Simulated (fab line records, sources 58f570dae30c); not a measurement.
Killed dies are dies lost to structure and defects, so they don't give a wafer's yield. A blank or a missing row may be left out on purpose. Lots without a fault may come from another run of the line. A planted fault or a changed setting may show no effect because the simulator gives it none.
Which tool did it? | flow berkeley_cmos170 | 7 lots, 21 wafers sampled, at 1 step of a route of 331

WHAT THE GAUGES READ, wafer by wafer
UCB170_NSD_OVL_MEAS_07.
lot  | measured     | on         | NSD_OVL (nm)
L444 | day 7 15:14  | overlay-02 | 1 -3 0
L452 | day 9 09:14  | overlay-01 | 10 4 9
L456 | day 10 04:02 | overlay-02 | 6 13 4
L455 | day 10 04:31 | overlay-02 | -2 3 4
L460 | day 10 08:54 | overlay-02 | -4 -4 -2
L463 | day 11 14:59 | overlay-01 | -7 -6 -1
L464 | day 12 00:04 | overlay-01 | -4 -3 -6

WHICH TOOL RAN EACH LOT (tool, then ch and the chambers of the sampled wafers, then the start)
The record holds no process step before these readings.

THE ANSWER, worked out from the rows above alone
Rule: what is usual is taken from the lots themselves. Put in order of their means at a reading, lots are off if they are a third of the lots or fewer, leave a main group of 4 or more, and stand apart from it by a gap of 3 or more times the standard deviation of the main group's means; of several such gaps the widest counts. A main group whose means are all the same, to the digits that the tables above print for the reading, isn't used. A lot without any number at a reading at which 4 lots or more have one is off too. The other lots that the step has rows for count as sound.
No lot is off at any reading shown: from this, nothing can be told.

WHAT THE SIMULATOR HAD PUT IN
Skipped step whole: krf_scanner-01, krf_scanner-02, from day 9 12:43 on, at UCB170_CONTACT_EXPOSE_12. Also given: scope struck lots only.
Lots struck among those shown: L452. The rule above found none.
